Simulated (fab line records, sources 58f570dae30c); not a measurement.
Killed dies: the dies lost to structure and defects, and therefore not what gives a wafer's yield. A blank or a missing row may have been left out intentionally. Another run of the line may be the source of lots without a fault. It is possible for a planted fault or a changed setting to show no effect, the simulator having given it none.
One fault seen from 2 desks | flow berkeley-cmos170 | what lay behind the numbers comes last; until then each desk has only its own

FOR THE TOOL OWNER'S DESK: furnace-03
The tool's own readings at UCB170_GATE_OXIDATION_01 (target thk 6.6 nm, ox time 1800 s): means of the sampled wafers that have a number, for each lot that ran on this tool. Marked OUT: a lot whose mean sits more than 4 standard deviations from the usual mean, which makes it out of limits; the brackets give that distance.
Columns: A = ox-temp-c at UCB170_GATE_OXIDATION_01, usual 850.1 C
lot  | first seen here | A
L859 | day 5 09:18     | 849.8
L862 | day 6 05:18     | 850.0
L863 | day 6 13:53     | 849.9
L864 | day 6 13:53     | 850.5
L865 | day 7 00:50     | 850.1
L866 | day 7 00:50     | 850.5
L868 | day 7 11:32     | 850.0
L869 | day 7 11:32     | 850.0
This desk found nothing out of limits on any of the 8 lots.

METROLOGY DESK
What the gauges read, lot by lot, whatever tool the lot ran on: means of the sampled wafers that have a number. Marked OUT: a lot whose mean sits more than 4 standard deviations from the usual mean, which makes it out of limits; the brackets give that distance.
Columns: A = GATE_OXIDE_THK at UCB170_GATE_THK_MEAS_02, usual 6.63 nm
lot  | first seen here | A
L859 | day 5 10:49     | 6.65
L861 | day 6 01:02     | 6.64
L862 | day 6 06:49     | 6.63
L863 | day 6 15:23     | 6.58
L864 | day 6 15:23     | 6.55
L865 | day 7 02:20     | 6.74
L866 | day 7 02:21     | 6.62
L867 | day 7 08:36     | 6.50
L869 | day 7 13:02     | 8.85 (+18) OUT
L868 | day 7 13:04     | 8.80 (+18) OUT
L871 | day 8 03:58     | 6.68
L873 | day 8 14:44     | 6.50
L878 | day 9 14:51     | 6.89
L877 | day 9 14:52     | 6.60
This desk finds L868, L869 out of limits, with the earliest case on L869 at day 7 13:02 (GATE_OXIDE_THK at UCB170_GATE_THK_MEAS_02). L859, L861, L862, L863, L864, L865, L866, L867, L871, L873, L878, L877 stayed within limits.

BROUGHT TOGETHER
L868, L869 would have let the metrology desk raise an alarm at day 7 13:02.
The desk of the tool owner found nothing out of limits.
On record at the tool owner's desk: L868, L869, within its limits.
The lots listed all ran UCB170_GATE_OXIDATION_01 on furnace-03.

WHAT WAS PUT IN BY THE SIMULATOR
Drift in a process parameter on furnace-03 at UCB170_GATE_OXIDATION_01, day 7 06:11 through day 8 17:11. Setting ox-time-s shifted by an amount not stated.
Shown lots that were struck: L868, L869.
Per desk, hours elapsed from the start of the fault to the first reading out of limits: for the metrology desk, 7.
